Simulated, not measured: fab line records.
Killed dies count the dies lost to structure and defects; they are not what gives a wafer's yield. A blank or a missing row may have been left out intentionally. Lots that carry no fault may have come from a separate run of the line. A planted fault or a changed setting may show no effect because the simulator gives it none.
2 desks looking at one fault :: flow berkeley cmos170 :: every desk sees just its own numbers, and what lay behind them comes last

== AT THE METROLOGY DESK ==
What the gauges read for every lot (on any tool): the sampled wafers with a number, averaged. A lot is out of limits, marked OUT, if its mean lies more than 4 standard deviations from the usual mean; the brackets give that distance.
Columns: A = PLDD_TW at UCB170_PLDD_TW_MEAS_11, usual 1008; B = PLDD_RS at UCB170_SDANNEAL_RS_MEAS_04, usual 1031.7 ohm/sq; C = M2_AL_RS at UCB170_M2_RS_MEAS_02, usual 0.0321 ohm/sq; D = V2_OVL at UCB170_V2_OVL_MEAS_13, usual 8 nm
lot: L532
first seen here: day 7 00:29
A: 1006
B: 1031.8
C: 0.0324
D: 10

lot: L535
first seen here: day 7 14:52
A: 1011
B: 1033.3
C: 0.0317
D: 5

lot: L533
first seen here: day 7 15:53
A: 1005
B: 1034.1
C: 0.0320
D: 5

lot: L531
first seen here: day 7 16:10
A: 1006
B: 1028.6
C: 0.0326
D: 13

lot: L538
first seen here: day 8 19:44
A: 1012
B: 1029.5
C: 0.0323
D: 8

lot: L540
first seen here: day 8 19:59
A: 1009
B: 1034.6
C: 0.0322
D: 11

lot: L539
first seen here: day 8 20:13
A: 1005
B: 1030.5
C: 0.0322
D: 8

lot: L542
first seen here: day 9 12:47
A: 1006
B: 1031.4
C: 0.0320
D: 3

lot: L545
first seen here: day 10 03:47
A: 1009
B: 1033.0
C: 0.0319
D: 6

lot: L546
first seen here: day 10 04:07
A: 1006
B: 1029.0
C: 0.0324
D: 0

lot: L548
first seen here: day 11 04:05
A: 1037 (+6.8) OUT
B: 969.5 (-27) OUT
C: 0.0323
D: 11

lot: L549
first seen here: day 11 04:20
A: 1004
B: 1030.8
C: 0.0315
D: 3

lot: L550
first seen here: day 11 10:53
A: 1027 (+4.6) OUT
B: 970.1 (-27) OUT
C: 0.0323
D: 6

lot: L553
first seen here: day 12 02:34
A: 1009
B: 1033.0
C: 0.0314
D: 11
This desk reports L548, L550 out of limits; the earliest was L548 at day 11 04:05 (PLDD_TW at UCB170_PLDD_TW_MEAS_11). Within limits: L532, L535, L533, L531, L538, L540, L539, L542, L545, L546, L549, L553.

== DESK OF THE TOOL OWNER: implanter-03 ==
The tool's own readings at UCB170_PLDD_IMPLANT_08: means of the sampled wafers that have a number, for each lot that ran on this tool. A lot is out of limits, marked OUT, if its mean lies more than 4 standard deviations from the usual mean; the brackets give that distance.
Columns: A = dose ions cm2 at UCB170_PLDD_IMPLANT_08, usual 5e+13; B = faraday current uA at UCB170_PLDD_IMPLANT_08, usual 158
lot: L531
first seen here: day 7 15:48
A: 5e+13
B: 158

lot: L538
first seen here: day 8 19:20
A: 5e+13
B: 158

lot: L546
first seen here: day 10 03:43
A: 5e+13
B: 159

lot: L548
first seen here: day 11 03:41
A: 6e+13 (+99 or more) OUT
B: 183 (+8.1) OUT

lot: L550
first seen here: day 11 10:30
A: 6e+13 (+99 or more) OUT
B: 183 (+8.0) OUT
This desk's verdict: out of limits on L548, L550, starting with L548 at day 11 03:41 (dose ions cm2 at UCB170_PLDD_IMPLANT_08). Within limits: L531, L538, L546.

== BROUGHT TOGETHER ==
On L548, L550, at day 11 03:41, an alarm was possible from the tool owner's desk.
At day 11 04:05 the metrology desk could have sounded an alarm, on L548, L550.
On implanter-03, each named lot ran UCB170_PLDD_IMPLANT_08.

== WHAT THE SIMULATOR HAD INSERTED ==
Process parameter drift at UCB170_PLDD_IMPLANT_08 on implanter-03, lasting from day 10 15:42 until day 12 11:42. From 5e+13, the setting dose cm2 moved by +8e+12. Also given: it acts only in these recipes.
Shown lots that were struck: L548, L550.
Delay (hours) between the fault's onset and each desk's first out-of-limits reading: 12 at the tool owner's desk, 12 at the metrology desk.
